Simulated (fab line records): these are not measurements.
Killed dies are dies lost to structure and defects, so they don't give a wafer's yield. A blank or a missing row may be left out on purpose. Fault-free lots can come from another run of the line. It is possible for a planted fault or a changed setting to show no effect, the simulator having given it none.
Matching of chambers	flow berkeley_cmos170	cmp-02 running UCB170_V1_CMP_02: 4 sister chambers
The step polishes SiO2. 8 wafers are shown with their chamber, then 9 later ones without.

## WAFERS, EACH WITH ITS CHAMBER
wafer	chamber	motor_current_A (A)	retaining_ring_pressure_frac
L917.6	3	15.2	0.997
L919.4	3	14.8	0.999
L920.1	1	17.6	0.997
L920.3	2	14.0	0.998
L920.6	1	19.0	0.994
L924.2	0	18.2	1.001
L924.3	2	13.8	1.007
L924.6	0	17.2	0.998

## WAFERS MISSING THEIR CHAMBER
wafer	motor_current_A (A)	retaining_ring_pressure_frac
L926.2	14.7	0.996
L926.4	17.5	0.998
L926.6	18.8	0.992
L930.3	17.8	0.997
L930.4	17.3	0.997
L930.5	15.2	0.998
L937.1	14.2	1.009
L937.3	15.1	1.006
L937.6	13.6	0.994

## THE CHAMBER EACH PASSED THROUGH
wafer	from the rows above	in truth
L926.2	can't be placed: 3 or 2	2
L926.4	can't be placed: 0 or 1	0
L926.6	can't be placed: 1 or 0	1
L930.3	can't be placed: 0 or 1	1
L930.4	can't be placed: 0 or 1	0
L930.5	3	3
L937.1	can't be placed: 2 or 3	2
L937.3	can't be placed: 2 or 3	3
L937.6	can't be placed: 2 or 3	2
Correctly placed: 1 of 9. Unplaceable from these rows: 8, with the true chamber sitting among the candidates in 8. 0 placed wrongly.
How it was worked out, from the rows above alone: a wafer's distance from a chamber is the root of the sum, over the readings, of the square of ((its reading less the chamber's mean) divided by the reading's scatter). If the next closest chamber is less than 2 further off than the closest, the wafer can't be placed; otherwise it belongs to the closest. The mean given for a chamber averages the wafers shown for that chamber. The scatter is the square root of a quotient: the sum, over the shown wafers, of each reading's squared deviation from its chamber's mean, divided by wafers minus chambers.
